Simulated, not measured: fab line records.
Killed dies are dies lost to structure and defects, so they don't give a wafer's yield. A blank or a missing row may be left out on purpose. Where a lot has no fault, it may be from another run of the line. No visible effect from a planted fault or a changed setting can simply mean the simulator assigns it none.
fab line records    flow ritCmos
[record] lots = 14  wafers = 42  lastDay = 7
route steps=202 shown PRETRO@73 M1@202
lots untouched by any fault: they come from a run of this same line in which no faults occurred
startH: start of the lot's first displayed wafer, in hours after the record's first day    waitH: hours since the lot's step before    " unchanged from the row above    L1.1+2: a single row standing in for several wafers    - either no value or no given start    * or withheld: withheld    < > ~ a bound
route shown NAME@n: NAME is a module with steps in the file, n the number in the route of the first one    usual: mean/standard deviation of fault-free wafers    same: alike in all rows    chamber/n: place in a boat    sites: per-site readings    _std_site: the values' standard deviation    _edge_site: outer sites' mean less inner sites'    radiusMm: for every site, how far away it sits from the centre of the wafer    mask NAME#n: copy n    behind: the last tool/chamber to shape the wafer    hold: what put the lot on hold/how long, in hours/how the hold closed    device: which transistor (n, p or np) failed to switch    end of line: the tests these same wafers got at the end of their route    for a step that has no rows: nothing shown but its recipe    killed: the dies lost at the first sort to structure and to defects; this is not the yield of the wafer    map: dies across one wafer; x = killed, . = not, _ = none there
set.NAME: the setting the step ran with; set.NAME@STEP: the setting that earlier step ran with    model.NAME: the simulator's own value behind a step, which no gauge read
a sample of lots followed through the steps of the route, with each step as a table and each wafer as a row
services: a tool's chamber out of use, with start hour (startH, from the record's first day; less than 0 if before it), hours out, and reason
[[steps]]
[step RIT_PRETRO_STRIP_09]
[recipe] chemistry = O2  timeS = 180  resist = NOVOLAK  platenTempC = withheld  powerW = 500  pressureMtorr = 4000  o2FlowSccm = 4000
[usual] drypumpMotorCurrentA = 5.8/0.47
lot.wafer  tool            chamber  startH  waitH  drypumpMotorCurrentA  rfHoursCounterH
L371.1     plasmaAsher-01  1        34.07   0.1    6.3                   40
L371.2     "               0        "       "      5.0                   40
L371.4     "               0        "       "      5.0                   -
L372.1     plasmaAsher-02  1        40.28   0.1    5.9                   40
L372.4     "               0        "       "      6.3                   -
L372.6     "               1        "       "      5.9                   -
L375.2     plasmaAsher-02  0        53.77   0.1    6.3                   41
L375.5     "               0        "       "      6.3                   -
L375.6     "               1        "       "      5.9                   -
L377.4     plasmaAsher-02  1        64.06   0.1    5.9                   -
L377.5     "               0        "       "      6.3                   -
L377.6     "               1        "       "      6.0                   -
L378.4     plasmaAsher-03  1        66.85   0.1    5.8                   -
L378.5     "               0        "       "      5.9                   -
L378.6     "               1        "       "      5.8                   -
L379.2     plasmaAsher-01  0        73.04   0.1    5.0                   44
L379.3     "               1        "       "      6.3                   -
L379.4     "               0        "       "      5.0                   -
L380.2     plasmaAsher-03  0        78.12   0.1    5.9                   28
L380.5     "               0        "       "      5.9                   -
L380.6     "               1        "       "      5.8                   -
L381.1     plasmaAsher-03  0        83.05   0.1    5.9                   29
L381.2     "               1        "       "      5.8                   29
L381.4     "               1        "       "      5.8                   -
L382.3     plasmaAsher-01  1        87.38   0.1    6.3                   -
L382.4     "               0        "       "      5.1                   -
L382.5     "               0        "       "      5.0                   -
L383.2     plasmaAsher-02  1        92.57   0.1    5.9                   45
L383.3     "               0        "       "      6.4                   -
L383.4     "               1        "       "      6.0                   -
L386.2     plasmaAsher-03  0        106.59  0.1    6.0                   31
L386.3     "               1        "       "      5.8                   -
L386.4     "               0        "       "      6.0                   -
L387.3     plasmaAsher-02  1        113.20  0.1    5.9                   -
L387.5     "               0        "       "      6.3                   -
L387.6     "               1        "       "      5.9                   -
L389.2     plasmaAsher-03  1        123.95  0.1    5.8                   33
L389.5     "               1        "       "      5.8                   -
L389.6     "               0        "       "      5.9                   -
L394.1     plasmaAsher-01  1        147.56  0.2    6.2                   52
L394.4     "               1        "       "      6.2                   -
L394.5     "               0        "       "      5.1                   -
[step RIT_M1_PROBE_99]
[usual] killedAtContacts = 0.1/0.24  killedAtFrontEnd = 7/3.2  killedDies = 7/3.2  killedOnRim = 1.9/1.4  killedOpen = 3.6/2.1  killedShort = 3.5/2
[same] grossDies = 264  killed_at_M0_to_M3 = 0  killed_at_M4_up = 0  killedAtBackSide = 0  killedAtOther = 0
lot.wafer  tool       chamber  startH  waitH  hold                     killedAtContacts  killedAtFrontEnd  killedDies  killedOnRim  killedOpen  killedShort
L381.1     prober-02  -        111.28  0.1    -                        0                 3                 3           0            3           0
L381.2     prober-02  -        111.33  0.1    -                        0                 14                14          3            6           8
L381.4     prober-02  -        111.43  0.2    -                        0                 5                 5           1            3           2
L386.2     prober-01  -        133.84  0.1    awaitDispo/1.6h/release  0                 8                 8           3            5           3
L386.3     prober-01  -        133.89  0.2    awaitDispo/1.6h/release  0                 43                43          10           5           2
L386.4     prober-01  -        133.94  0.2    awaitDispo/1.6h/release  0                 8                 8           4            4           4
L389.2     prober-02  -        152.47  0.1    awaitDispo/3.3h/release  0                 39                39          11           1           2
L389.5     prober-02  -        152.62  0.2    awaitDispo/3.3h/release  0                 40                40          12           3           3
L389.6     prober-02  -        152.67  0.2    awaitDispo/3.3h/release  0                 4                 4           1            2           2
// killed by level:class
L381.1 SILICIDE:geometricParticle:open=2 GATE:geometricParticle:open=1
L381.2 GATE:geometricParticle:short=5 GATE:geometricParticle:open=3 SILICIDE:geometricParticle:open=2 FOX2:geometricParticle:short=1 FOX2:geometricParticle:open=1 REOX:geometricParticle:short=1 SILICIDE:geometricParticle:short=1
L381.4 SILICIDE:geometricParticle:open=3 FOX2:geometricParticle:short=1 REOX:geometricParticle:short=1
L386.2 GATE:geometricParticle:open=2 FOX2:geometricParticle:short=1 GATE:geometricParticle:short=1 REOX:geometricParticle:open=1 SPACER:geometricParticle:open=1 SILICIDE:geometricParticle:short=1 SILICIDE:geometricParticle:open=1
L386.3 PRETRO:unspecified=36 GATE:geometricParticle:short=2 REOX:geometricParticle:open=2 FOX1:geometricParticle:open=1 GATE:geometricParticle:open=1 SPACER:geometricParticle:open=1
L386.4 FOX2:geometricParticle:open=1 GATE:geometricParticle:open=1 GATE:geometricParticle:short=1 REOX:geometricParticle:short=1 REOX:geometricParticle:open=1 SPACER:geometricParticle:short=1 SILICIDE:geometricParticle:open=1 SILICIDE:geometricParticle:short=1
L389.2 PRETRO:unspecified=36 FOX1:geometricParticle:short=1 REOX:geometricParticle:short=1 REOX:geometricParticle:open=1
L389.5 PRETRO:unspecified=34 GATE:geometricParticle:open=2 FOX1:geometricParticle:short=1 FOX2:geometricParticle:open=1 GATE:geometricParticle:short=1 SPACER:geometricParticle:short=1
L389.6 SPACER:geometricParticle:open=2 GATE:geometricParticle:short=2
[[services]]
tool            chamber  startH  hours  kind
plasmaAsher-03  -        27.07   0.7    repair
plasmaAsher-02  -        33.44   0.7    repair
plasmaAsher-03  -        109.64  4.5    repair
[[key]]
[firstSign] step = RIT_M1_PROBE_99  reading = killedAtFrontEnd  direction = up  sigmas = 10  usual = 7  struck = 41
[effect] step = RIT_M1_PROBE_99  reading = killedDies  direction = up  sigmas = 10  usual = 7  struck = 41
metAt RIT_PRETRO_STRIP_09
struckLots L386,L389
struckWafers L386.3,L389.2,L389.5
testerLeftOut L386,L389
onsetBetween 83.05 106.59
[fault] kind = chamberParticleSource  tool = plasmaAsher-03  chamber = 1  onsetH = 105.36  steps = RIT_PRETRO_STRIP_09  ratePerVisitCm2 = 1.1524  endH = 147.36
// testerLeftOut: of these lots the tester's yield and bins aren't shown, on N5 and GAA mostly nor the transistor test; their killed dies are dies lost to structure and defects alone, not to doping, threshold or leakage, so they don't give the yield
